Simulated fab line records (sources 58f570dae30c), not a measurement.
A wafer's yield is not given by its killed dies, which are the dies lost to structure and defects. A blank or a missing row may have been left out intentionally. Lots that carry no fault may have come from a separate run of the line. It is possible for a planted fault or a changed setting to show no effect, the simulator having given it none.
Which tool did it? :: flow berkeleyCmos170 :: Sampling: 14 lots, 42 wafers, 2 of 331 route steps

== WHAT THE GAUGES SHOWED, per wafer ==
UCB170_SPACER_THK_MEAS_01. Usual: SPACER_TEOS_THK gives 378 nm (standard deviation 4.6).
lot: L746
measured: day 7 16:37
on: filmMetro-01
SPACER_TEOS_THK (nm): 375 386 378
flag: 

lot: L748
measured: day 7 16:39
on: filmMetro-03
SPACER_TEOS_THK (nm): 373 374 381
flag: 

lot: L749
measured: day 7 16:41
on: filmMetro-01
SPACER_TEOS_THK (nm): 375 377 375
flag: 

lot: L751
measured: day 8 01:32
on: filmMetro-04
SPACER_TEOS_THK (nm): 379 381 385
flag: 

lot: L750
measured: day 8 02:16
on: filmMetro-01
SPACER_TEOS_THK (nm): 377 370 380
flag: 

lot: L752
measured: day 8 17:46
on: filmMetro-01
SPACER_TEOS_THK (nm): 376 383 384
flag: 

lot: L754
measured: day 8 18:29
on: filmMetro-04
SPACER_TEOS_THK (nm): 380 373 379
flag: 

lot: L755
measured: day 8 19:22
on: filmMetro-01
SPACER_TEOS_THK (nm): 378 384 379
flag: 

lot: L758
measured: day 10 04:01
on: filmMetro-03
SPACER_TEOS_THK (nm): 374 322 328
flag: OFF

lot: L760
measured: day 10 04:08
on: filmMetro-03
SPACER_TEOS_THK (nm): 373 316 325
flag: OFF

lot: L761
measured: day 10 04:10
on: filmMetro-01
SPACER_TEOS_THK (nm): 376 371 374
flag: 

lot: L767
measured: day 11 19:01
on: filmMetro-03
SPACER_TEOS_THK (nm): 372 379 381
flag: 

lot: L768
measured: day 11 19:46
on: filmMetro-01
SPACER_TEOS_THK (nm): 374 383 380
flag: 

lot: L769
measured: day 12 01:05
on: filmMetro-01
SPACER_TEOS_THK (nm): 376 381 380
flag: 

== TOOL THAT RAN EACH LOT (tool first, then ch and the chambers of the sampled wafers, then the start) ==
lot: L746
UCB170_SPACER_CVD_00: pecvd-03 ch 0,2, day 7 16:30

lot: L748
UCB170_SPACER_CVD_00: pecvd-02 ch 0,1, day 7 16:30

lot: L749
UCB170_SPACER_CVD_00: pecvd-01 ch 0,2, day 7 16:30

lot: L751
UCB170_SPACER_CVD_00: pecvd-03 ch 0,1,2, day 8 01:30

lot: L750
UCB170_SPACER_CVD_00: pecvd-01 ch 0,1, day 8 02:14

lot: L752
UCB170_SPACER_CVD_00: pecvd-03 ch 0,1,2, day 8 17:43

lot: L754
UCB170_SPACER_CVD_00: pecvd-02 ch 0,1, day 8 18:26

lot: L755
UCB170_SPACER_CVD_00: pecvd-03 ch 0,1,2, day 8 19:20

lot: L758
UCB170_SPACER_CVD_00: pecvd-01 ch 0,2, day 10 03:58

lot: L760
UCB170_SPACER_CVD_00: pecvd-01 ch 0,1, day 10 04:01

lot: L761
UCB170_SPACER_CVD_00: pecvd-02 ch 0,2, day 10 04:01

lot: L767
UCB170_SPACER_CVD_00: pecvd-03 ch 0,1,2, day 11 18:58

lot: L768
UCB170_SPACER_CVD_00: pecvd-02 ch 0,2, day 11 19:43

lot: L769
UCB170_SPACER_CVD_00: pecvd-02 ch 0,1,2, day 12 01:01
- UCB170_SPACER_CVD_00: deposits SiO2 from TEOS/O2, target thk 376 nm, time 47 s.

== AS READ BY THE TOOLS THEMSELVES (means over the sampled wafers that have a number; for cases with no such wafer, the mark the record gives instead) ==
UCB170_SPACER_CVD_00. Usual: heaterPowerW 274 W, standard deviation 50; rfFwdPowerW 543.5 W, standard deviation 2.6.
lot: L746
tool: pecvd-03
heaterPowerW (W): 258
rfFwdPowerW (W): 542.4
flag: 

lot: L748
tool: pecvd-02
heaterPowerW (W): 246
rfFwdPowerW (W): 540.5
flag: 

lot: L749
tool: pecvd-01
heaterPowerW (W): 253
rfFwdPowerW (W): 545.8
flag: 

lot: L751
tool: pecvd-03
heaterPowerW (W): 291
rfFwdPowerW (W): 542.9
flag: 

lot: L750
tool: pecvd-01
heaterPowerW (W): 252
rfFwdPowerW (W): 547.4
flag: 

lot: L752
tool: pecvd-03
heaterPowerW (W): 301
rfFwdPowerW (W): 542.8
flag: 

lot: L754
tool: pecvd-02
heaterPowerW (W): 326
rfFwdPowerW (W): 541.1
flag: 

lot: L755
tool: pecvd-03
heaterPowerW (W): 310
rfFwdPowerW (W): 542.3
flag: 

lot: L758
tool: pecvd-01
heaterPowerW (W): 326
rfFwdPowerW (W): 399.9
flag: OFF

lot: L760
tool: pecvd-01
heaterPowerW (W): 318
rfFwdPowerW (W): 398.7
flag: OFF

lot: L761
tool: pecvd-02
heaterPowerW (W): 317
rfFwdPowerW (W): 543.0
flag: 

lot: L767
tool: pecvd-03
heaterPowerW (W): 270
rfFwdPowerW (W): 543.0
flag: 

lot: L768
tool: pecvd-02
heaterPowerW (W): 272
rfFwdPowerW (W): 540.7
flag: 

lot: L769
tool: pecvd-02
heaterPowerW (W): 294
rfFwdPowerW (W): 542.0
flag: 

== THE ANSWER, worked out from the rows above alone ==
Rule: a lot counts as off when the mean over its wafers that have a number is more than 3 standard deviations away from the usual mean. A lot without any number at a reading at which 4 lots or more have one is off too. Where the step has rows for the other lots, those lots are counted as sound. Order of review: gauges by route order, followed by the tools' own readings, for which a lot's mean as printed above is used. The first step at which some lot is off is used, and at that step the reading that is off furthest; a lot without a number counts as furthest.
Off: L758, L760, seen at UCB170_SPACER_THK_MEAS_01 (SPACER_TEOS_THK).
A tool fits if, at a process step before that reading, it ran every lot that is off, and no sound lot after the first of them. Not tried: the gauges at UCB170_SPACER_THK_MEAS_01; whatever is off there is also off at UCB170_SPACER_CVD_00, on other tools, and gauge error can't account for it. One fits: pecvd-01 at UCB170_SPACER_CVD_00. A fault onset in the window from L750 (day 8 02:14, its last sound lot) to L758 (day 10 03:58, its first lot off) fits.
On the lots that are off, the tool's own readings at UCB170_SPACER_CVD_00 differ by more than 5 times the standard deviation of the sound lots' means, which bears it out; rfFwdPowerW reads 399.3 W there versus 542.8 W on the sound lots.

== WHAT THE SIMULATOR HAD PUT IN ==
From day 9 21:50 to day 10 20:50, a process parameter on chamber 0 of pecvd-01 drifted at UCB170_SPACER_CVD_00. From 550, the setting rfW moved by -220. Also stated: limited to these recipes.
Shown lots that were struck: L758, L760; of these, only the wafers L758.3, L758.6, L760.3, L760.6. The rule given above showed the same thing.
